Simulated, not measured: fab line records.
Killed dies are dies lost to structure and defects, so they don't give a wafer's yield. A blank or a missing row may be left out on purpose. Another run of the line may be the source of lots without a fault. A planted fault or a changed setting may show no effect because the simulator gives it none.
Check of tool commonality || flow berkeley-cmos170 || 42 wafers sampled across 14 lots

THE REASON FOR OPENING IT
Of 14 lots, 2 have the reading PFIELD_TW flagged at UCB170_PFIELD_TW_MEAS_09. No-fault wafers: 604, standard deviation 3.
Rule: flag the lot when none of its wafers has a number, or when each of its wafers that has one lies beyond 4 standard deviations from that mean. The rest of the lots are taken to be sound.

{"lot": "L843", "measured": "day 4 18:00", "on": "film-metro-04", "PFIELD_TW, wafer by wafer": "612 610 609", "flag": ""}
{"lot": "L844", "measured": "day 5 06:07", "on": "film-metro-02", "PFIELD_TW, wafer by wafer": "602 603 603", "flag": ""}
{"lot": "L842", "measured": "day 5 06:25", "on": "film-metro-04", "PFIELD_TW, wafer by wafer": "602 604 602", "flag": ""}
{"lot": "L845", "measured": "day 5 10:34", "on": "film-metro-04", "PFIELD_TW, wafer by wafer": "602 601 605", "flag": ""}
{"lot": "L846", "measured": "day 5 10:38", "on": "film-metro-02", "PFIELD_TW, wafer by wafer": "604 604 604", "flag": ""}
{"lot": "L848", "measured": "day 6 01:29", "on": "film-metro-02", "PFIELD_TW, wafer by wafer": "597 602 603", "flag": ""}
{"lot": "L850", "measured": "day 6 15:49", "on": "film-metro-04", "PFIELD_TW, wafer by wafer": "604 604 606", "flag": ""}
{"lot": "L849", "measured": "day 6 16:07", "on": "film-metro-01", "PFIELD_TW, wafer by wafer": "603 601 602", "flag": ""}
{"lot": "L854", "measured": "day 7 06:56", "on": "film-metro-01", "PFIELD_TW, wafer by wafer": "605 604 600", "flag": ""}
{"lot": "L856", "measured": "day 7 19:13", "on": "film-metro-04", "PFIELD_TW, wafer by wafer": "64 63 63", "flag": "FLAGGED"}
{"lot": "L858", "measured": "day 8 05:22", "on": "film-metro-01", "PFIELD_TW, wafer by wafer": "61 61 60", "flag": "FLAGGED"}
{"lot": "L862", "measured": "day 9 00:22", "on": "film-metro-02", "PFIELD_TW, wafer by wafer": "604 609 605", "flag": ""}
{"lot": "L863", "measured": "day 9 00:46", "on": "film-metro-02", "PFIELD_TW, wafer by wafer": "603 604 605", "flag": ""}
{"lot": "L865", "measured": "day 9 18:02", "on": "film-metro-04", "PFIELD_TW, wafer by wafer": "603 600 603", "flag": ""}
Averaged over the flagged lots the numbers come to 62, -542 from the usual (-99 or more standard deviations).

WHICH TOOL EACH LOT WENT THROUGH
2 process steps preceding the reading are held in the record, out of 331 steps in the route. Each cell gives the tool, then ch followed by the chambers the sampled wafers passed through, then the start.
{"lot": "L843", "flag": "", "UCB170_ACTIVE_STRIP_16": "plasma-asher-02 ch 0,1, day 4 16:28", "UCB170_PFIELD_DEVELOP_05": "litho-track-01 ch 0, day 4 17:00"}
{"lot": "L844", "flag": "", "UCB170_ACTIVE_STRIP_16": "plasma-asher-03 ch 0, day 5 00:53", "UCB170_PFIELD_DEVELOP_05": "litho-track-01 ch 0, day 5 05:00"}
{"lot": "L842", "flag": "", "UCB170_ACTIVE_STRIP_16": "plasma-asher-04 ch 0,1, day 5 00:57", "UCB170_PFIELD_DEVELOP_05": "litho-track-01 ch 0, day 5 06:00"}
{"lot": "L845", "flag": "", "UCB170_ACTIVE_STRIP_16": "plasma-asher-03 ch 0,1, day 5 07:42", "UCB170_PFIELD_DEVELOP_05": "litho-track-02 ch 0, day 5 10:00"}
{"lot": "L846", "flag": "", "UCB170_ACTIVE_STRIP_16": "plasma-asher-04 ch 0,1, day 5 08:05", "UCB170_PFIELD_DEVELOP_05": "litho-track-01 ch 0, day 5 10:00"}
{"lot": "L848", "flag": "", "UCB170_ACTIVE_STRIP_16": "plasma-asher-02 ch 0,1, day 5 23:56", "UCB170_PFIELD_DEVELOP_05": "litho-track-03 ch 0, day 6 01:00"}
{"lot": "L850", "flag": "", "UCB170_ACTIVE_STRIP_16": "plasma-asher-03 ch 0,1, day 6 13:06", "UCB170_PFIELD_DEVELOP_05": "litho-track-02 ch 0, day 6 15:00"}
{"lot": "L849", "flag": "", "UCB170_ACTIVE_STRIP_16": "plasma-asher-03 ch 0, day 6 13:29", "UCB170_PFIELD_DEVELOP_05": "litho-track-02 ch 0, day 6 15:00"}
{"lot": "L854", "flag": "", "UCB170_ACTIVE_STRIP_16": "plasma-asher-03 ch 0,1, day 7 05:18", "UCB170_PFIELD_DEVELOP_05": "litho-track-03 ch 0, day 7 06:00"}
{"lot": "L856", "flag": "FLAGGED", "UCB170_ACTIVE_STRIP_16": "plasma-asher-02 ch 0,1, day 7 16:20", "UCB170_PFIELD_DEVELOP_05": "litho-track-02 ch 0, day 7 18:00"}
{"lot": "L858", "flag": "FLAGGED", "UCB170_ACTIVE_STRIP_16": "plasma-asher-03 ch 0,1, day 8 02:38", "UCB170_PFIELD_DEVELOP_05": "litho-track-02 ch 0, day 8 04:00"}
{"lot": "L862", "flag": "", "UCB170_ACTIVE_STRIP_16": "plasma-asher-03 ch 0,1, day 8 22:16", "UCB170_PFIELD_DEVELOP_05": "litho-track-03 ch 0, day 8 23:00"}
{"lot": "L863", "flag": "", "UCB170_ACTIVE_STRIP_16": "plasma-asher-04 ch 0,1, day 8 22:31", "UCB170_PFIELD_DEVELOP_05": "litho-track-01 ch 0, day 9 00:00"}
{"lot": "L865", "flag": "", "UCB170_ACTIVE_STRIP_16": "plasma-asher-03 ch 0,1, day 9 15:28", "UCB170_PFIELD_DEVELOP_05": "litho-track-01 ch 0, day 9 17:00"}
What these steps do:
- UCB170_ACTIVE_STRIP_16: strips in O2.
- UCB170_PFIELD_DEVELOP_05: develop time 45 s.
- UCB170_PFIELD_TW_MEAS_09

FLAGGED OVER TOTAL, TOOL BY TOOL (the gauges that took the reading come last)
{"step": "UCB170_ACTIVE_STRIP_16", "tool": "plasma-asher-02", "lots run": 3, "flagged": 1, "share of the flagged lots": "some", "sound lots run after its first flagged lot": 0}
{"step": "UCB170_ACTIVE_STRIP_16", "tool": "plasma-asher-03", "lots run": 8, "flagged": 1, "share of the flagged lots": "some", "sound lots run after its first flagged lot": "2 (L862,L865)"}
{"step": "UCB170_ACTIVE_STRIP_16", "tool": "plasma-asher-04", "lots run": 3, "flagged": 0, "share of the flagged lots": "none", "sound lots run after its first flagged lot": "-"}
{"step": "UCB170_PFIELD_DEVELOP_05", "tool": "litho-track-01", "lots run": 6, "flagged": 0, "share of the flagged lots": "none", "sound lots run after its first flagged lot": "-"}
{"step": "UCB170_PFIELD_DEVELOP_05", "tool": "litho-track-02", "lots run": 5, "flagged": 2, "share of the flagged lots": "all", "sound lots run after its first flagged lot": 0}
{"step": "UCB170_PFIELD_DEVELOP_05", "tool": "litho-track-03", "lots run": 3, "flagged": 0, "share of the flagged lots": "none", "sound lots run after its first flagged lot": "-"}
{"step": "UCB170_PFIELD_TW_MEAS_09", "tool": "film-metro-01", "lots run": 3, "flagged": 1, "share of the flagged lots": "some", "sound lots run after its first flagged lot": 0}
{"step": "UCB170_PFIELD_TW_MEAS_09", "tool": "film-metro-02", "lots run": 5, "flagged": 0, "share of the flagged lots": "none", "sound lots run after its first flagged lot": "-"}
{"step": "UCB170_PFIELD_TW_MEAS_09", "tool": "film-metro-04", "lots run": 6, "flagged": 1, "share of the flagged lots": "some", "sound lots run after its first flagged lot": "1 (L865)"}

WHAT IS ALLOWED BY THE TABLE
In the table, 1 row covers all flagged lots: litho-track-02 at UCB170_PFIELD_DEVELOP_05.
- litho-track-02 at UCB170_PFIELD_DEVELOP_05: 2 of its 5 lots flagged. Last sound lot L850 at day 6 15:00, first flagged lot L856 at day 7 18:00; a fault beginning in between fits.
Just one tool remains: litho-track-02 at UCB170_PFIELD_DEVELOP_05.

WHAT THE SIMULATOR PUT IN
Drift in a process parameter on litho-track-02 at UCB170_PFIELD_DEVELOP_05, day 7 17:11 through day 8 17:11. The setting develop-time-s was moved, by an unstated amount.
Struck lots among those shown: L856, L858. The rule above found the same.
